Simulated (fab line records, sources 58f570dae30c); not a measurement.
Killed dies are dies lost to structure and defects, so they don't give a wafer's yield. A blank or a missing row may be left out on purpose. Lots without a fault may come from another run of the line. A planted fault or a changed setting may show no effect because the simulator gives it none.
Which tool did it? | flow berkeley_cmos170 | 14 lots, 42 wafers sampled, at 3 steps of a route of 331

WHAT THE GAUGES READ, wafer by wafer
UCB170_PVT_TW_MEAS_09. Usual: PVT_TW 512, standard deviation 5.6.
lot  | measured     | on            | PVT_TW      | flag
L289 | day 5 08:49  | film_metro-03 | 510 510 510 |
L290 | day 5 09:03  | film_metro-04 | 520 519 518 |
L291 | day 5 18:19  | film_metro-01 | 511 510 507 |
L292 | day 6 00:10  | film_metro-03 | 509 509 509 |
L294 | day 6 06:41  | film_metro-04 | 518 517 521 |
L293 | day 6 06:48  | film_metro-03 | 509 509 508 |
L296 | day 7 04:47  | film_metro-04 | 521 518 520 |
L297 | day 7 10:40  | film_metro-01 | 506 510 505 |
L300 | day 8 01:19  | film_metro-01 | 509 506 506 |
L302 | day 8 15:07  | film_metro-03 | 509 508 508 |
L304 | day 8 19:20  | film_metro-01 | 509 507 508 |
L303 | day 8 19:33  | film_metro-03 | 506 506 506 |
L309 | day 9 12:22  | film_metro-03 | 508 509 504 |
L312 | day 10 09:03 | film_metro-03 | 509 511 512 |

UCB170_M1_OVL_MEAS_10. Usual: M1_OVL -4 nm, standard deviation 5.3.
lot  | measured     | on         | M1_OVL (nm) | flag
L289 | day 6 21:40  | overlay-01 | -4 0 -2     |
L290 | day 6 21:31  | overlay-01 | -2 -3 -1    |
L291 | day 7 01:58  | overlay-02 | -2 -7 -12   |
L292 | day 7 17:23  | overlay-02 | -6 0 -4     |
L294 | day 7 19:04  | overlay-01 | -5 3 -7     |
L293 | day 7 18:34  | overlay-02 | 1 -2 8      |
L296 | day 8 21:26  | overlay-02 | 2 -1 -3     |
L297 | day 9 00:11  | overlay-01 | 0 -1 1      |
L300 | day 9 12:37  | overlay-01 | -8 -11 -7   |
L302 | day 9 21:00  | overlay-01 | -15 -6 -13  |
L304 | day 10 07:04 | overlay-01 | 2 -2 -2     |
L303 | day 10 07:20 | overlay-01 | -2 0 -4     |
L309 | day 11 03:18 | overlay-01 | -10 -12 -12 |
L312 | day 11 17:43 | overlay-02 | -9 -6 -5    |

WHICH TOOL RAN EACH LOT (tool, then ch and the chambers of the sampled wafers, then the start)
lot  | UCB170_NLDD_STRIP_10
L289 | plasma_asher-01 ch 0,1, day 6 00:06
L290 | plasma_asher-04 ch 0,1, day 6 00:21
L291 | plasma_asher-03 ch 0,1, day 6 10:19
L292 | plasma_asher-04 ch 1, day 6 18:04
L294 | plasma_asher-03 ch 1, day 6 22:50
L293 | plasma_asher-01 ch 0,1, day 6 23:16
L296 | plasma_asher-01 ch 0,1, day 7 23:38
L297 | plasma_asher-01 ch 0,1, day 8 02:43
L300 | plasma_asher-04 ch 0,1, day 8 17:06
L302 | plasma_asher-03 ch 0,1, day 9 03:59
L304 | plasma_asher-01 ch 0,1, day 9 11:47
L303 | plasma_asher-03 ch 0,1, day 9 11:22
L309 | plasma_asher-01 ch 0,1, day 10 05:04
L312 | plasma_asher-01 ch 0,1, day 11 00:52
- UCB170_NLDD_STRIP_10: strips in O2.

WHAT THE TOOLS THEMSELVES READ (means of the sampled wafers that have a number; where no wafer has one, the mark that the record gives instead)
UCB170_NLDD_STRIP_10. Usual: drypump_motor_current_A 5.8 A, standard deviation 0.61; oes_product_au 0.735 a.u., standard deviation 0.0046; strip_time_to_endpoint_s 21.62 s, standard deviation 0.072.
lot  | tool            | drypump_motor_current_A (A) | oes_product_au (a.u.) | strip_time_to_endpoint_s (s) | flag
L289 | plasma_asher-01 | 5.8                         | 0.731                 | 21.59                        |
L290 | plasma_asher-04 | 5.1                         | 0.734                 | 21.60                        |
L291 | plasma_asher-03 | 5.7                         | 0.735                 | 21.55                        |
L292 | plasma_asher-04 | 6.0                         | 0.732                 | 21.65                        |
L294 | plasma_asher-03 | 6.2                         | 0.736                 | 21.59                        |
L293 | plasma_asher-01 | 6.1                         | 0.737                 | 21.64                        |
L296 | plasma_asher-01 | 5.8                         | 0.736                 | 21.59                        |
L297 | plasma_asher-01 | 5.7                         | 0.733                 | 21.67                        |
L300 | plasma_asher-04 | 5.6                         | 0.734                 | 21.64                        |
L302 | plasma_asher-03 | 5.7                         | 0.733                 | 21.56                        |
L304 | plasma_asher-01 | 6.1                         | 0.739                 | 21.62                        |
L303 | plasma_asher-03 | 5.9                         | 0.735                 | 21.57                        |
L309 | plasma_asher-01 | 6.1                         | 0.737                 | 21.67                        |
L312 | plasma_asher-01 | 6.2                         | 0.733                 | 21.58                        |

THE ANSWER, worked out from the rows above alone
Rule: a lot is off if the mean of its wafers that have a number lies more than 3 standard deviations from the usual mean. A lot without any number at a reading at which 4 lots or more have one is off too. The other lots that the step has rows for count as sound. The gauges are gone through in route order, then the tools' own readings, and for those a lot's mean is taken as printed above. The first step at which some lot is off is used, and at that step the reading that is off furthest; a lot without a number counts as furthest.
No lot is off at any reading shown: from this, nothing can be told.

WHAT THE SIMULATOR HAD PUT IN
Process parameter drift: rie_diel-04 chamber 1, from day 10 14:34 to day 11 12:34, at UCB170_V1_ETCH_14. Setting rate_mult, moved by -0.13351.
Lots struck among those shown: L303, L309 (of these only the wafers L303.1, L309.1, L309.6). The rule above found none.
